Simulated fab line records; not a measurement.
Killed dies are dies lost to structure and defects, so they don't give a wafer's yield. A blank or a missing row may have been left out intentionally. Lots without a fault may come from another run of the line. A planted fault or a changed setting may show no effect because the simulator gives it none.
Commonality check across tools	flow berkeley cmos170	Sampled: 15 lots, 45 wafers

## REASON IT WAS OPENED
3 of 15 lots carry a flag on the reading ACTIVE_NITRIDE_THK at UCB170_ACTIVE_THK_MEAS_06. Wafers without a fault read 219.8 nm, standard deviation 1.9.
Rule: a lot gets a flag if all its wafers with a number sit over 4 standard deviations from that mean, or if no wafer of it has a number. As for the other lots, they are considered sound.

lot	measured	on	ACTIVE_NITRIDE_THK (nm), wafer by wafer	flag
L113	day 5 03:37	film metro-04	217.5 218.2 217.5	
L115	day 5 07:44	film metro-01	223.6 221.7 221.3	
L117	day 5 14:55	film metro-01	221.4 220.7 221.9	
L120	day 6 09:29	film metro-01	138.0 137.6 137.8	FLAGGED
L121	day 6 09:29	film metro-04	136.5 137.5 136.7	FLAGGED
L122	day 6 09:29	film metro-02	135.8 136.2 136.0	FLAGGED
L123	day 7 06:37	film metro-04	219.1 219.5 219.1	
L125	day 7 06:37	film metro-01	219.2 217.4 218.1	
L126	day 7 06:37	film metro-02	221.6 219.5 221.2	
L124	day 7 06:41	film metro-04	219.4 221.3 220.7	
L127	day 7 16:38	film metro-04	217.3 218.2 216.0	
L128	day 7 16:38	film metro-01	219.4 218.2 219.8	
L129	day 8 04:16	film metro-01	219.6 218.0 219.0	
L135	day 9 17:59	film metro-01	217.3 220.6 217.6	
L134	day 9 18:03	film metro-01	217.4 216.3 215.7	
The mean of the flagged lots' numbers is 136.9 nm, -82.9 nm from the usual (-44 standard deviations).

## WHICH TOOL RAN EACH LOT
The record holds 1 process step before the reading, out of a route of 331 steps. Read each cell as the tool, then ch plus the chambers that the sampled wafers visited, then the start.
lot	flag	UCB170_ACTIVE_CVD_05
L113		lpcvd-01 ch 0, day 5 01:41
L115		lpcvd-02 ch 0, day 5 05:48
L117		lpcvd-02 ch 1, day 5 12:59
L120	FLAGGED	lpcvd-02 ch 0, day 6 07:34
L121	FLAGGED	lpcvd-02 ch 0, day 6 07:34
L122	FLAGGED	lpcvd-02 ch 0, day 6 07:34
L123		lpcvd-01 ch 1, day 7 04:42
L125		lpcvd-01 ch 0, day 7 04:42
L126		lpcvd-01 ch 1, day 7 04:42
L124		lpcvd-01 ch 1, day 7 04:42
L127		lpcvd-01 ch 0, day 7 14:43
L128		lpcvd-01 ch 1, day 7 14:43
L129		lpcvd-01 ch 1, day 8 02:20
L135		lpcvd-01 ch 1, day 9 16:04
L134		lpcvd-01 ch 1, day 9 16:04
What these steps do:
- UCB170_ACTIVE_CVD_05: deposits Si3N4 from SiH2Cl2/NH3, target thk 220 nm, time 3300 s.
- UCB170_ACTIVE_THK_MEAS_06

## FLAGGED OVER TOTAL, TOOL BY TOOL (the gauges that took the reading come last)
step	tool	lots run	flagged	share of the flagged lots	sound lots run after its first flagged lot
UCB170_ACTIVE_CVD_05	lpcvd-01	10	0	none	-
UCB170_ACTIVE_CVD_05	lpcvd-02	5	3	all	0
UCB170_ACTIVE_THK_MEAS_06	film metro-01	8	1	some	5 (L125,L128,L129,L135,L134)
UCB170_ACTIVE_THK_MEAS_06	film metro-02	2	1	some	1 (L126)
UCB170_ACTIVE_THK_MEAS_06	film metro-04	5	1	some	3 (L123,L124,L127)

## WHAT THE TABLE ALLOWS
1 row of the table ran every flagged lot: lpcvd-02 at UCB170_ACTIVE_CVD_05.
- lpcvd-02 at UCB170_ACTIVE_CVD_05 ran 5 lots, 3 of them flagged. It ran its last sound lot, L117, at day 5 12:59 and its first flagged lot, L120, at day 6 07:34: a fault with its onset between the two fits.
One tool is left: lpcvd-02 at UCB170_ACTIVE_CVD_05.

## WHAT HAD BEEN PUT IN BY THE SIMULATOR
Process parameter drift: lpcvd-02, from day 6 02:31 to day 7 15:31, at UCB170_ACTIVE_CVD_05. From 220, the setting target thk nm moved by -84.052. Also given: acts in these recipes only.
Shown lots that were struck: L120, L121, L122. The rule above reached the same finding.
